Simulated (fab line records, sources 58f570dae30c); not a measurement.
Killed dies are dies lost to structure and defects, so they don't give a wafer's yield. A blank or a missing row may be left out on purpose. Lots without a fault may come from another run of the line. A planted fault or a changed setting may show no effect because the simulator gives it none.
Chamber matching | flow berkeley_cmos170 | UCB170_ZERO_ETCH_06 on rie_diel-03: 4 sister chambers
The step etches SiO2 in CHF3/CF4/Ar, time 12 s. 8 wafers are shown with their chamber, then 8 later ones without.

WAFERS WITH THEIR CHAMBER
wafer  | chamber | throttle_valve_pct (%) | drypump_motor_current_A (A)
L085.2 | 3       | 9.24                   | 5.5
L089.1 | 0       | 9.02                   | 5.8
L089.4 | 3       | 9.24                   | 5.6
L092.3 | 0       | 9.04                   | 5.8
L093.1 | 2       | 9.23                   | 5.6
L093.2 | 1       | 9.33                   | 6.2
L093.5 | 2       | 9.24                   | 5.6
L094.3 | 1       | 9.34                   | 6.2

WAFERS WITHOUT THEIR CHAMBER
wafer  | throttle_valve_pct (%) | drypump_motor_current_A (A)
L094.4 | 9.03                   | 5.8
L094.5 | 9.04                   | 5.8
L095.3 | 9.23                   | 5.6
L095.5 | 9.32                   | 6.1
L095.6 | 9.23                   | 5.6
L097.2 | 9.34                   | 6.2
L097.3 | 9.04                   | 5.8
L097.5 | 9.05                   | 5.8

WHICH CHAMBER EACH WENT THROUGH
wafer  | from the rows above     | in truth
L094.4 | 0                       | 0
L094.5 | 0                       | 0
L095.3 | can't be placed: 2 or 3 | 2
L095.5 | 1                       | 1
L095.6 | can't be placed: 2 or 3 | 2
L097.2 | 1                       | 1
L097.3 | 0                       | 0
L097.5 | 0                       | 0
Placed correctly: 6 of 8. Can't be placed from these rows: 2 (the true chamber is among the candidates in 2). Placed wrongly: 0.
How it was worked out, from the rows above alone: a wafer's distance from a chamber is the root of the sum, over the readings, of the square of ((its reading less the chamber's mean) divided by the reading's scatter). The wafer belongs to the nearest chamber; if the next one is less than 2 further off, it can't be placed. A chamber's mean is the mean of its shown wafers. The scatter: the root of (the sum of the squares of (reading less its chamber's mean) over the shown wafers, divided by (wafers less chambers)).
